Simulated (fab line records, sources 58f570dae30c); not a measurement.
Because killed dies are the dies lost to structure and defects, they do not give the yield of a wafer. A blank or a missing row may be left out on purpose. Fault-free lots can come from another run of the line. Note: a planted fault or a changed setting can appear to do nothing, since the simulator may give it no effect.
A struck lot beside a sound one / flow berkeley cmos170 / 15 steps out of a route of 331
Sound: the wafers L960.1, L960.3, L960.6. Wafers L969.1, L969.2, L969.3 were the ones struck. Last of all comes the cause.
At each step with rows: each side's tool, then ch and its chambers, then its first start. Under that, the readings that differ: sound wafers / struck wafers / difference of the means / sigmas: that difference in standard deviations of wafers without a fault.
alike: words and numbers the same on both sides, and readings whose means are apart by under 2 such deviations; not compared: readings that were withheld, readings missing a value for some wafer, numbers with overlapping values and no deviation given by the record, and bounds like >300 which may hide the same value.
The two part at a step that has a row with sigmas, a row that says differs or no value, or rows on one side only. Numbers that have no deviation but don't overlap get no sigmas and don't part them. A reading that every wafer of one side lacks parts them only if that side has two wafers or more.

UCB170_GATE_ETCH_15: etches poly-Si in HBr/Cl2, stops on SiO2, time 56.3 s, target depth 278.2 nm.
  sound on rie si-02 ch 0,2,3, day 6 20:32; struck on rie si-01 ch 0,1,3, day 9 04:23
  alike: bias w, drypump motor current A, oes product au, rf fwd power W, throttle valve pct
  not compared: rf hours counter h
UCB170_GATE_STRIP_16: strips in O2.
  sound on plasma asher-01 ch 0,1, day 6 20:35; struck on plasma asher-04 ch 0,1, day 9 04:26
  alike: drypump motor current A, oes product au
  not compared: rf hours counter h
UCB170_GATE_CD_MEAS_90: target cd 350 nm.
  sound on cd sem-01, day 6 20:41; struck on cd sem-02, day 9 04:35
  alike: cd nm
then, 7 steps without rows for these wafers: UCB170_GATE_CLEAN_17 (cleans in SPM, time 600 s); UCB170_PLDD_HMDS_00 (prime time 60 s); UCB170_PLDD_COAT_01 (resist thk 900 nm); UCB170_PLDD_SOFTBAKE_02 (time 60 s); UCB170_PLDD_EXPOSE_03 (exposes mask PSELECT, target cd 1200 nm); UCB170_PLDD_PEB_04; UCB170_PLDD_DEVELOP_05 (develop time 45 s).
UCB170_PLDD_CD_MEAS_06: target cd 1200 nm.
  sound on cd sem-01, day 6 22:30; struck on cd sem-02, day 9 05:43
  alike: cd nm
UCB170_PLDD_OVL_MEAS_07:
  sound on overlay-02, day 6 22:37; struck on overlay-02, day 9 05:50
  alike: PLDD_OVL
UCB170_PLDD_IMPLANT_08:
  sound on implanter-01 ch 0, day 6 23:11; struck on implanter-01 ch 0, day 9 05:52
reading=beam energy keV; sound=9.996 10.001 9.999; struck=9.651 9.651 9.655; difference=-0.346; sigmas=-99 or more
reading=model.implant.rp nm (nm); sound=10.32 10.32 10.32; struck=9.779 9.779 9.779; difference=-0.541; sigmas=
reading=model.implant.drp nm (nm); sound=6.005 6.005 6.005; struck=5.858 5.858 5.858; difference=-0.147; sigmas=
next, for these wafers, 1 step has no rows: UCB170_PLDD_IMPLANT_09.
UCB170_M3_PROBE_99:
  only the struck wafers here have rows in the record (prober-02, day 10 15:13); the sound ones have none

WHERE THEY PART
First at UCB170_PLDD_IMPLANT_08; last, within this record, at UCB170_M3_PROBE_99.

WHY: whatever the simulator had introduced
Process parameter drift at UCB170_PLDD_IMPLANT_08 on implanter-01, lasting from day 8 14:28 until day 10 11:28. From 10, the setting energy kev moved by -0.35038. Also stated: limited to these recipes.
